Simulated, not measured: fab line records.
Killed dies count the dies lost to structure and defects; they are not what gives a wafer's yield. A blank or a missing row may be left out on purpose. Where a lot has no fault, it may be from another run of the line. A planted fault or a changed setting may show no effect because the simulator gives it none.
A struck lot beside a sound one ; flow ritCmos ; 15 steps out of a route of 202
Sound: these wafers, L486.3, L486.4, L486.5. Struck: wafers L493.1, L493.5, L493.6. Last of all comes the cause.
At each step with rows: each side's tool, then ch and its chambers, then its first start. Under that, the readings that differ: sound wafers ; struck wafers ; difference of the means ; sigmas: that difference in standard deviations of wafers without a fault.
alike: a reading whose means differ by less than 2 such deviations, as well as words and numbers matching on both sides. not compared: withheld readings; readings where some wafer has no value; bounds like >300 that might hide an equal value; numbers whose values overlap and for which the record gives no deviation.
The two part at a step that has a row with sigmas, a row that says differs or no value, or rows on one side only. Non-overlapping numbers with no deviation appear without sigmas and do not part them. A reading that every wafer of one side lacks parts them only if that side has two wafers or more.

first, 2 steps without rows for these wafers: RIT_NLDD_HARDBAKE_07 (time 60 s); RIT_NLDD_IMPLANT_08.
RIT_NLDD_STRIP_09: strips in O2, time 180 s.
  sound on plasmaAsher-02 ch 0,1, day 4 11:04; struck on plasmaAsher-02 ch 0,1, day 5 21:31
  alike: drypumpMotorCurrentA
  not compared: rfHoursCounterH
RIT_NLDD_TW_MEAS_10:
  struck on filmMetro-04, day 5 21:41; sound on filmMetro-02, day 4 11:13
  alike: NLDD_TW
then, 6 steps without rows for these wafers: RIT_PLDD_HMDS_00 (prime time 60 s); RIT_PLDD_COAT_01 (resist thk 1000 nm); RIT_PLDD_SOFTBAKE_02 (time 60 s); RIT_PLDD_EXPOSE_03 (exposes mask M8, target cd 40900 nm); RIT_PLDD_PEB_04; RIT_PLDD_DEVELOP_05 (develop time 50 s).
RIT_PLDD_OVL_MEAS_06:
  struck on overlay-01, day 5 22:35; sound on overlay-01, day 4 12:14
  alike: PLDD_OVL
then, 1 step without rows for these wafers: RIT_PLDD_HARDBAKE_07 (time 60 s).
RIT_PLDD_IMPLANT_08:
  sound on implanter-02 ch 0, day 4 12:28; struck on implanter-02 ch 0, day 5 22:47
reading;sound;struck;difference;sigmas
beamEnergyKeV;20.004 19.997 19.996;20.212 20.215 20.211;+0.214;+36
model.implant.drpNm (nm);9.752 9.752 9.752;9.826 9.826 9.826;+0.074;
RIT_PLDD_STRIP_09: strips in O2, time 180 s.
  sound on plasmaAsher-01 ch 0,1, day 4 12:37; struck on plasmaAsher-01 ch 0,1, day 5 22:56
  alike: drypumpMotorCurrentA
  not compared: rfHoursCounterH
RIT_M1_PROBE_99:
  the record has rows for the sound wafers here (prober-01, day 5 02:20) and none for the struck ones

## WHERE THEY PART
Last at RIT_M1_PROBE_99 as far as this record goes, first at RIT_PLDD_IMPLANT_08.

WHY: what had been put in by the simulator
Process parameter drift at RIT_PLDD_IMPLANT_08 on implanter-02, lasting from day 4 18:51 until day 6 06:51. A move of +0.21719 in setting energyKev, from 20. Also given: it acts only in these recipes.
